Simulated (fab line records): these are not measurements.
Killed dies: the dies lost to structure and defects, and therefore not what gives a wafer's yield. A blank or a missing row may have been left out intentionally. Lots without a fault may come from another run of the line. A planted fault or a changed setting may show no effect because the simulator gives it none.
Problem report, 8D (eight disciplines) form, completed by code    flow berkeley cmos170    the parts of the form that need people (team, actions taken, sign-off) are left out

1. PROBLEM STATEMENT
Wafers without a fault read 84.6 s, standard deviation 0.57; run length s at UCB170_GATE_ETCH_15 reads a mean of 62.4 s on 6 wafers belonging to 2 lots. Relative to the usual mean, that is a shift of -39 standard deviations.
The step: etches poly-Si in HBr/Cl2, stops on SiO2, time 56.3 s, target depth 278.2 nm.
First observed at day 8 20:43: wafer L756.1, on rie si-02. The record has a number at this step for 42 wafers belonging to 14 lots. By rule, "out" or "out of limits" means more than 4 standard deviations away from the usual mean. The rest of the wafers with a number are treated as sound.

2. WHAT IT IS; WHAT IT IS NOT
question                     is                            is not
which readings at this step  run length s, oes product au  drypump motor current A, throttle valve pct
which lots                   L756, L757                    L748, L749, L750, L751, L754, L760, L761, L764, L766, L767, L769, L771
which wafers of those lots   all that have a number        -
read on which tools          rie si-02                     rie si-01
when                         from day 8 20:43              up to then (15 sound wafers); but 21 sound wafers of L760, L761, L764, L766, L767, L769, L771 came after

3. WHAT RULES OUT EACH SUSPECT
Counting: any tool at a process step up to the reading is kept as a suspect provided that every lot that is out went through it and no sound lot did after the first of them.
- rie si-02 at UCB170_GATE_ETCH_15 (etches poly-Si in HBr/Cl2, stops on SiO2, time 56.3 s, target depth 278.2 nm): kept. It ran every lot that is out, first L756 (day 8 20:43), and no sound lot after that; its last sound lot up to then is L748 (day 7 12:34). On those wafers its own readings are out: oes product au, run length s.
Remaining after the count: rie si-02 at UCB170_GATE_ETCH_15.

4. THE CAUSE (what the simulator had put in)
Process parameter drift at UCB170_GATE_ETCH_15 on rie si-02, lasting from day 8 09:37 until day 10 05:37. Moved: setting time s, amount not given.
After counting, this tool was the only one left.

5. SEQUENCE OF EFFECTS, ordered by route
Each row: a reading where the mean over the struck wafers with a number is more than 3 standard deviations away from the usual. Only readings whose record carries a usual standard deviation are examined. hours: median over the lots of the time between each lot's start at the first step of this table that gives one and its start at this step. sigmas: the change, counted in usual standard deviations.
hours  step                 reading         usual       on struck wafers  change  sigmas
0      UCB170_GATE_ETCH_15  oes product au  0.830 a.u.  1.007             +0.177  +18
0      UCB170_GATE_ETCH_15  run length s    84.6 s      62.4              -22.2   -39
The process steps in it:
- UCB170_GATE_ETCH_15: etches poly-Si in HBr/Cl2, stops on SiO2, time 56.3 s, target depth 278.2 nm.

6. HOW IT WOULD HAVE BEEN CAUGHT EARLIER
In this record the first reading out of limits was taken at day 8 20:43, 11 hours after the fault began at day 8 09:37.
